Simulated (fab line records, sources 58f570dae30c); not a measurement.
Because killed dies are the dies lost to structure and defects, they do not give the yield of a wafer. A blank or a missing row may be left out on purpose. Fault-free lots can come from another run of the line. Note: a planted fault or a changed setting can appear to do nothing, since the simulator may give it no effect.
2 desks looking at one fault	flow berkeley-cmos170	each desk has only its own numbers; what lay behind them comes last

AT THE TOOL OWNER'S DESK: implanter-03
The tool's own readings at UCB170_NVT_IMPLANT_07: means of the sampled wafers that have a number, for each lot that ran on this tool. Any lot whose mean is over 4 standard deviations away from the usual mean is out of limits and marked OUT; that distance is given in the brackets.
Columns: A = tilt-deg at UCB170_NVT_IMPLANT_07, usual 7.003 degrees
lot	first seen here	A
L295	day 6 16:28	7.002
L301	day 7 23:55	6.973
L307	day 9 00:26	6.662 (-17) OUT
L309	day 9 15:19	6.693 (-16) OUT
Finding of this desk: L307, L309 out of limits; the first was L307 at day 9 00:26, on tilt-deg at UCB170_NVT_IMPLANT_07. L295, L301 stayed within limits.

FROM THE METROLOGY DESK
Means of the sampled wafers that have a number, per lot and without regard to the tool the lot ran on: this is what the gauges read. Any lot whose mean is over 4 standard deviations away from the usual mean is out of limits and marked OUT; that distance is given in the brackets.
Columns: A = START_OXIDE_THK at UCB170_START_THK_MEAS_03, usual 21.9 nm; B = ACTIVE_NITRIDE_THK at UCB170_ACTIVE_THK_MEAS_06, usual 219.7 nm
lot	first seen here	A	B
L294	day 1 15:04	21.5	218.9
L295	day 1 22:55	21.9	221.1
L297	day 2 03:11	21.3	221.4
L300	day 2 17:40	21.7	218.1
L301	day 3 03:52	21.6	221.4
L302	day 3 03:52	22.0	219.1
L304	day 3 18:28	21.6	221.0
L308	day 4 12:22	22.0	217.3
L307	day 4 12:22	21.8	219.2
L309	day 4 20:32	22.7	221.5
L312	day 5 10:01	21.9	217.4
L313	day 5 16:18	22.0	220.1
L316	day 6 02:20	22.1	218.9
L317	day 6 10:01	21.7	220.1
This desk's verdict: no lot among the 14 shows anything out of limits.

ALL TOGETHER
An alarm could have come from the tool owner's desk at day 9 00:26, on L307, L309.
The metrology desk saw nothing out of limits.
The metrology desk has L307, L309 on record, within its limits.
On implanter-03, each named lot ran UCB170_NVT_IMPLANT_07.

WHAT THE SIMULATOR PUT IN
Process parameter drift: implanter-03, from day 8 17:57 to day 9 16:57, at UCB170_NVT_IMPLANT_07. The setting tilt-deg was moved by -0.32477, starting from 7. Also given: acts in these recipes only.
Struck lots among those shown: L307, L309.
Each desk's first reading out of limits, in hours after the fault started: the tool owner's desk, 6.
